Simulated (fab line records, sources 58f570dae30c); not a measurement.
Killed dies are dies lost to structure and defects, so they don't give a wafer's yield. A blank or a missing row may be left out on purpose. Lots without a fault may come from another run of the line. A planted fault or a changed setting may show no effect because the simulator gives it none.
One fault seen from 2 desks | flow berkeley_cmos170 | each desk has only its own numbers; what lay behind them comes last

THE TOOL OWNER'S DESK: furnace-01
The tool's own readings at UCB170_WELLDRIVE_OXIDATION_01 (target thk 199 nm, ox time 9000 s): means of the sampled wafers that have a number, for each lot that ran on this tool. A lot is out of limits, marked OUT, if its mean lies more than 4 standard deviations from the usual mean; the brackets give that distance.
Columns: A = spike_tc_centre_C at UCB170_WELLDRIVE_OXIDATION_01, usual 1102.2 C; B = spike_tc_load_C at UCB170_WELLDRIVE_OXIDATION_01, usual 1130 C; C = spike_tc_source_C at UCB170_WELLDRIVE_OXIDATION_01, usual 1128.9 C; D = tube_center_temp_C at UCB170_WELLDRIVE_OXIDATION_01, usual 1100 C; E = tube_center_temp_C_max at UCB170_WELLDRIVE_OXIDATION_01, usual 1102.9; F = zone_power_load_pct at UCB170_WELLDRIVE_OXIDATION_01, usual 46.7 %
lot  | first seen here | A                 | B    | C                 | D              | E                | F
L627 | day 3 22:17     | 1102.6            | 1132 | 1130.5            | 1100           | 1102.8           | 47.4
L631 | day 4 22:04     | 1101.2            | 1132 | 1130.2            | 1100           | 1103.0           | 47.9
L638 | day 6 03:56     | 1108.9 (+5.6) OUT | 1141 | 1139.5 (+5.0) OUT | 1108 (+87) OUT | 1110.7 (+17) OUT | 48.5
L639 | day 6 03:56     | 1109.7 (+6.2) OUT | 1141 | 1139.1 (+4.8) OUT | 1108 (+86) OUT | 1110.8 (+17) OUT | 47.7
This desk's finding: out of limits on L638, L639; first on L638, day 6 03:56 (spike_tc_centre_C at UCB170_WELLDRIVE_OXIDATION_01). In limits: L627, L631.

THE METROLOGY DESK
What the gauges read, lot by lot, whatever tool the lot ran on: means of the sampled wafers that have a number. A lot is out of limits, marked OUT, if its mean lies more than 4 standard deviations from the usual mean; the brackets give that distance.
Columns: A = WELLDRIVE_OXIDE_THK at UCB170_WELLDRIVE_THK_MEAS_02, usual 198 nm; B = cd_nm at UCB170_M1_CD_MEAS_90, usual 700.9 nm
lot  | first seen here | A              | B
L627 | day 4 01:48     | 197            | 700.1
L628 | day 4 15:20     | 203            | 702.9
L629 | day 4 15:20     | 197            | 701.3
L630 | day 4 15:20     | 196            | 701.4
L631 | day 5 01:35     | 197            | 699.1
L639 | day 6 07:26     | 214 (+4.5) OUT | 699.8
L638 | day 6 07:28     | 213 (+4.2) OUT | 702.1
L640 | day 6 19:19     | 199            | 699.7
L641 | day 6 19:19     | 198            | 699.5
L644 | day 7 14:43     | 193            | 700.8
L645 | day 8 01:39     | 198            | 698.3
L646 | day 8 01:41     | 202            | 699.5
This desk's finding: out of limits on L638, L639; first on L639, day 6 07:26 (WELLDRIVE_OXIDE_THK at UCB170_WELLDRIVE_THK_MEAS_02). In limits: L627, L628, L629, L630, L631, L640, L641, L644, L645, L646.

PUT TOGETHER
The tool owner's desk could have raised an alarm at day 6 03:56, on L638, L639.
The metrology desk could have raised an alarm at day 6 07:26, on L638, L639.
Of the lots named, all ran UCB170_WELLDRIVE_OXIDATION_01 on furnace-01.

WHAT THE SIMULATOR HAD PUT IN
Process parameter drift: furnace-01, from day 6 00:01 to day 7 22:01, at UCB170_WELLDRIVE_OXIDATION_01. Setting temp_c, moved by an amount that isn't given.
Lots struck among those shown: L638, L639.
Hours from the fault's start to each desk's first reading out of limits: the tool owner's desk, 4; the metrology desk, 7.
